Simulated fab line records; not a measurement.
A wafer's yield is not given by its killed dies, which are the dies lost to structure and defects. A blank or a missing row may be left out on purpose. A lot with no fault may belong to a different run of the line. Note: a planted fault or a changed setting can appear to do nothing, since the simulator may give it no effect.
Lot-split experiment    flow ritCmos    on a route of 202 steps: 5 lots, 23 wafers read

## ON THE SPLIT
At RIT_GATE_CVD_08 (deposits poly-Si from SiH4, target thk 250 nm, time 2220 s), the setting pressureMtorr was moved away from the recipe's 300 mTorr on 15 of the 23 wafers read, by -9.1% to +9.5%. The other wafers ran this setting at the recipe's value.

Reading taken at the split's own step.

## THE READING
poly-Si_of_GATE_CVD_08.thkNm (the simulator's own value, which no gauge read), in nm, at RIT_GATE_CVD_08 (deposits poly-Si from SiH4, target thk 250 nm, time 2220 s). The file gives no usual value for it. The 8 wafers here that ran the recipe average 247.9 nm, standard deviation 2.4 nm.

wafer   tool, chamber at the split  pressureMtorr as run, mTorr  against the recipe  poly-Si_of_GATE_CVD_08.thkNm, nm  against lot-mates on the recipe
L074.1  -, -                        272.8                        -9.1%               243.8                             no lot-mate on the recipe
L074.2  -, -                        272.8                        -9.1%               241.2                             no lot-mate on the recipe
L074.3  -, -                        272.8                        -9.1%               242.6                             no lot-mate on the recipe
L074.4  -, -                        272.8                        -9.1%               242.7                             no lot-mate on the recipe
L074.6  -, -                        272.8                        -9.1%               243.6                             no lot-mate on the recipe
L076.2  lpcvd-01, 1                 300                          recipe              250.5                             -
L076.4  lpcvd-01, 1                 300                          recipe              251.5                             -
L076.6  lpcvd-01, 1                 300                          recipe              249.3                             -
L078.1  -, -                        283.1                        -5.6%               244.9                             no lot-mate on the recipe
L078.2  -, -                        283.1                        -5.6%               243.8                             no lot-mate on the recipe
L078.3  -, -                        283.1                        -5.6%               244.3                             no lot-mate on the recipe
L078.5  -, -                        283.1                        -5.6%               244.3                             no lot-mate on the recipe
L078.4  -, -                        283.1                        -5.6%               243.3                             no lot-mate on the recipe
L079.1  -, -                        328.6                        +9.5%               264.3                             no lot-mate on the recipe
L079.2  -, -                        328.6                        +9.5%               262.5                             no lot-mate on the recipe
L079.4  -, -                        328.6                        +9.5%               264.7                             no lot-mate on the recipe
L079.5  -, -                        328.6                        +9.5%               262.4                             no lot-mate on the recipe
L079.6  -, -                        328.6                        +9.5%               262                               no lot-mate on the recipe
L083.1  -, -                        300                          recipe              245                               -
L083.4  -, -                        300                          recipe              245                               -
L083.2  -, -                        300                          recipe              247.8                             -
L083.3  -, -                        300                          recipe              245.5                             -
L083.5  -, -                        300                          recipe              248.7                             -

FIT RESULTS
A straight line over all 23 wafers: poly-Si_of_GATE_CVD_08.thkNm changes by +1.11 nm for each +1% of pressureMtorr; r = +0.94; the points scatter about the line by 2.8 nm.
Too few moved wafers have a lot-mate on the recipe to fit a line with each lot's own level taken away.

## THE FILE'S OWN FIT
poly-Si_of_GATE_CVD_08.thkNm changes by +1.11 nm for each +1% of pressureMtorr, r = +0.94.
